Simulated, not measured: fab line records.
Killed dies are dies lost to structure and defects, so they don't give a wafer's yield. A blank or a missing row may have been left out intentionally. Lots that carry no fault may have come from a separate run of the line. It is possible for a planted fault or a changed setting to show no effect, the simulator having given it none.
What tool caused it? | flow rit_cmos | 13 lots, 39 wafers sampled, at 3 steps of a route of 202

== WHAT THE GAUGES READ, wafer by wafer ==
RIT_NRETRO_TW_MEAS_10.
lot  | measured    | on            | NRETRO_TW
L570 | day 2 06:46 | film_metro-01 | 1038 1042 1039
L571 | day 2 12:56 | film_metro-01 | 1049 1047 1041
L574 | day 3 03:16 | film_metro-01 | 1041 1040 1033
L576 | day 3 16:20 | film_metro-01 | 1037 1036 1039
L577 | day 3 17:32 | film_metro-03 | 1054 1050 1056
L578 | day 3 22:32 | film_metro-01 | 1035 1027 1035
L579 | day 4 03:28 | film_metro-01 | 1043 1039 1037
L581 | day 4 13:44 | film_metro-02 | 1058 1060 1058
L582 | day 4 17:57 | film_metro-03 | 1056 1054 1046
L584 | day 5 04:29 | film_metro-02 | 1052 1054 1056
L585 | day 5 08:23 | film_metro-01 | 1036 1038 1046
L592 | day 6 20:34 | film_metro-01 | 1045 1043 1045
L593 | day 7 00:44 | film_metro-01 | 1037 1033 1041

RIT_GATE_CD_MEAS_16: the cd target is 150 nm.
lot  | measured    | on        | cd_nm (nm)
L570 | day 2 13:40 | cd_sem-02 | 147.2 147.0 150.1
L571 | day 2 20:05 | cd_sem-02 | 150.5 151.7 150.1
L574 | day 3 09:32 | cd_sem-02 | 147.6 147.7 148.4
L576 | day 3 23:25 | cd_sem-02 | 153.4 151.4 152.4
L577 | day 4 00:52 | cd_sem-02 | 150.6 150.7 152.5
L578 | day 4 05:52 | cd_sem-01 | 147.4 148.5 146.0
L579 | day 4 10:50 | cd_sem-01 | 150.5 145.9 150.9
L581 | day 4 20:36 | cd_sem-01 | 149.3 150.7 150.3
L582 | day 5 01:30 | cd_sem-01 | 156.1 153.6 153.3
L584 | day 5 10:38 | cd_sem-01 | 166.9 166.2 168.5
L585 | day 5 15:36 | cd_sem-01 | 154.8 154.2 155.3
L592 | day 7 02:46 | cd_sem-01 | 146.3 147.4 145.5
L593 | day 7 06:52 | cd_sem-02 | 152.1 152.1 151.9

== EACH LOT AND THE TOOL THAT RAN IT (in order: tool; ch and the chambers of the sampled wafers; start) ==
lot  | RIT_GATE_EXPOSE_13
L570 | iline_stepper-02 ch 0, day 2 13:16
L571 | iline_stepper-01 ch 0, day 2 19:41
L574 | iline_stepper-02 ch 0, day 3 09:08
L576 | iline_stepper-02 ch 0, day 3 23:01
L577 | iline_stepper-01 ch 0, day 4 00:28
L578 | iline_stepper-01 ch 0, day 4 05:28
L579 | iline_stepper-01 ch 0, day 4 10:25
L581 | iline_stepper-02 ch 0, day 4 20:12
L582 | iline_stepper-01 ch 0, day 5 01:06
L584 | iline_stepper-02 ch 0, day 5 10:14
L585 | iline_stepper-01 ch 0, day 5 15:12
L592 | iline_stepper-02 ch 0, day 7 02:22
L593 | iline_stepper-01 ch 0, day 7 06:28
- RIT_GATE_EXPOSE_13: exposes mask M6, target cd 150 nm.

== WHAT THE TOOLS THEMSELVES READ (means of the sampled wafers that have a number; where no wafer has one, the mark that the record gives instead) ==
The record holds no such reading with a usual standard deviation.

== THE ANSWER, worked out from the rows above alone ==
Rule: the lots themselves supply what counts as usual. The widest of any qualifying gaps counts: lots, ordered by their means at a reading, are off when they make up no more than a third of the lots, leave a main group of 4 or more, and stand apart from it by 3 or more times the standard deviation of that group's means. Not used: any main group whose means are identical at the precision the tables above print for the reading. Also off: a lot with no number at a reading for which 4 or more lots have one. The other lots that the step has rows for count as sound. First the gauges in route order, then the tools' own readings, where a lot's mean is used as printed above. At the first step where some lot is off, the reading lying furthest off is the one used; lots without a number count as furthest.
Off at RIT_GATE_CD_MEAS_16 (cd_nm): L584. Mean 150.4 nm and standard deviation 2.6 in the main group.
A tool fits if, at a process step before that reading, it ran every lot that is off, and no sound lot after the first of them. Those tools and the gauges at RIT_GATE_CD_MEAS_16 are tried in the same way. Not one of the candidates tried fits.

== WHAT WAS PUT IN BY THE SIMULATOR ==
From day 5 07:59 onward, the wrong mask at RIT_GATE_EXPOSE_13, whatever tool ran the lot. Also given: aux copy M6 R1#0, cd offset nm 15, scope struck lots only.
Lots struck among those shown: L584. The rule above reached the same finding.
